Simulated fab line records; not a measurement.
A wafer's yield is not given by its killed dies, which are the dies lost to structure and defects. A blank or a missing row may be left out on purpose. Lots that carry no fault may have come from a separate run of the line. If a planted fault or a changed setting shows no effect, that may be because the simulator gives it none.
Struck lot and sound lot, side by side | flow rit-cmos | 17 out of 202 route steps
Sound: wafers L479.2, L479.4, L479.6. Struck: wafers L489.1, L489.3, L489.5. At the end, the cause is stated.
Order at every step that has rows: each side's tool, ch and its chambers, its first start. Under that, the readings that differ: sound wafers | struck wafers | difference of the means | sigmas: that difference in standard deviations of wafers without a fault.
alike: readings with means less than 2 such deviations apart, plus words and numbers identical on both sides. not compared: withheld readings, readings lacking a value on some wafer, bounds such as >300 that could conceal the same value, and numbers that have no deviation in the record and whose values overlap.
A row with sigmas, a row that says differs or no value, or rows on one side alone: a step with any of these is where the two part. Numbers that don't overlap but have no deviation are shown without sigmas and don't part them. Lack of a reading on every wafer of one side parts them only where that side has two or more wafers.

first, 1 step without rows for these wafers: RIT_PSD_IMPLANT_08.
RIT_PSD_STRIP_09: strips in O2, time 180 s.
  sound on plasma-asher-02 ch 0,1, day 3 04:37; struck on plasma-asher-03 ch 0,1, day 5 02:17
  alike: drypump-motor-current-A, rf-refl-power-W
  not compared: rf-hours-counter-h
RIT_PSD_TW_MEAS_10:
  struck on film-metro-01, day 5 02:28; sound on film-metro-02, day 3 04:47
  reading | sound          | struck         | difference | sigmas
  PSD_TW  | 3375 3376 3381 | 3460 3452 3464 | +81        | +3
then, 3 steps without rows for these wafers: RIT_SDANNEAL_CLEAN_00 (cleans in SC1, time 572.4 s); RIT_SDANNEAL_CLEAN_01 (cleans in dHF, time 30 s); RIT_SDANNEAL_CLEAN_02 (cleans in SC2, time 600 s).
RIT_SDANNEAL_RTA_03: time 5 s.
  sound on rtp-anneal-01 ch 0, day 3 05:13; struck on rtp-anneal-01 ch 0, day 5 02:54
  alike: wafer_temp_C_max
RIT_SDANNEAL_RS_MEAS_04: measurement is done with a four-point probe.
  struck on film-metro-02, day 5 02:58; sound on film-metro-01, day 3 05:17
  alike: PSD_RS
RIT_SDANNEAL_RS_MEAS_05: measurement is done with a four-point probe.
  struck on film-metro-02, day 5 03:05; sound on film-metro-01, day 3 05:25
  alike: NSD_RS
RIT_SDANNEAL_RS_MEAS_06: measurement is done with a four-point probe.
  struck on film-metro-02, day 5 03:12; sound on film-metro-01, day 3 05:32
  alike: PLDD_RS
RIT_SDANNEAL_RS_MEAS_07: measurement is done with a four-point probe.
  struck on film-metro-02, day 5 03:19; sound on film-metro-01, day 3 05:39
  alike: NLDD_RS
then, 1 step without rows for these wafers: RIT_SILICIDE_WET_ETCH_00 (etches SiO2 in BOE, target depth 14 nm, time 15 s).
RIT_SILICIDE_SPUTTER_01: material Ti, target thk 30 nm, time 240 s.
  struck on pvd-sputter-01, day 5 03:28; sound on pvd-sputter-04, day 3 05:46
  reading                                     | sound             | struck           | difference | sigmas
  model.Ti_of_SILICIDE_SPUTTER_01.thk-nm (nm) | 30.11 30.37 30.11 | 27.86 27.86 27.7 | -2.39      |
  alike: throttle-valve-pct
RIT_SILICIDE_RS_MEAS_02: measurement is done with a four-point probe.
  struck on film-metro-03, day 5 03:38; sound on film-metro-04, day 3 05:56
  reading                 | sound          | struck         | difference | sigmas
  SILICIDE_TI_RS (ohm/sq) | 44.7 44.2 44.5 | 49.2 49.1 49.5 | +4.8       | +8
RIT_SILICIDE_THK_MEAS_03: measures by xrf.
  struck on film-metro-03, day 5 03:46; sound on film-metro-04, day 3 06:02
  reading              | sound          | struck         | difference | sigmas
  SILICIDE_TI_THK (nm) | 30.1 30.2 30.0 | 27.9 27.9 27.7 | -2.3       | -7
RIT_SILICIDE_RTA_04: time 10 s, ramp up 5 s, ramp down 5 s.
  sound on rtp-anneal-02 ch 0, day 3 06:07; struck on rtp-anneal-02 ch 0, day 5 03:49
  alike: wafer_temp_C_max
RIT_M1_PROBE_99:
  struck on prober-02, day 5 10:43; sound on prober-01, day 3 13:00
  reading                              | sound             | struck            | difference | sigmas
  model.etest.npoly-line.line-ohm-um   | 168.2 173.2 175.6 | 182 181.4 185.8   | +11        |
  model.etest.ppoly-line.line-ohm-um   | 162.9 168.1 170.3 | 174 175.8 178.9   | +9         |
  model.etest.contact-nplus.end-ohm-um | 42.24 40.91 41.68 | 39 39.8 38.79     | -2         |
  model.etest.contact-pplus.end-ohm-um | 44.95 45.28 45.28 | 41.54 42.43 40.91 | -3.54      |
  model.etest.npoly-line.rs-ohm-sq     | 16.97 16.93 17.09 | 18.02 18.05 18.15 | +1.08      |
  model.etest.ppoly-line.rs-ohm-sq     | 16.38 16.32 16.55 | 17.51 17.59 17.49 | +1.11      |
  model.etest.npoly-sal.rs-ohm-sq      | 4.338 4.31 4.333  | 4.616 4.642 4.656 | +0.311     |
  model.etest.ppoly-sal.rs-ohm-sq      | 4.293 4.267 4.305 | 4.626 4.608 4.614 | +0.328     |
  alike: killed-at-front-end, killed-dies, killed-open, killed-short

== WHERE THEY PART ==
Earliest at RIT_PSD_TW_MEAS_10; latest, in this record, at RIT_SILICIDE_THK_MEAS_03. Later steps at which nothing parts them and some readings are alike: RIT_SILICIDE_RTA_04, RIT_M1_PROBE_99.

WHY: what the simulator had put in
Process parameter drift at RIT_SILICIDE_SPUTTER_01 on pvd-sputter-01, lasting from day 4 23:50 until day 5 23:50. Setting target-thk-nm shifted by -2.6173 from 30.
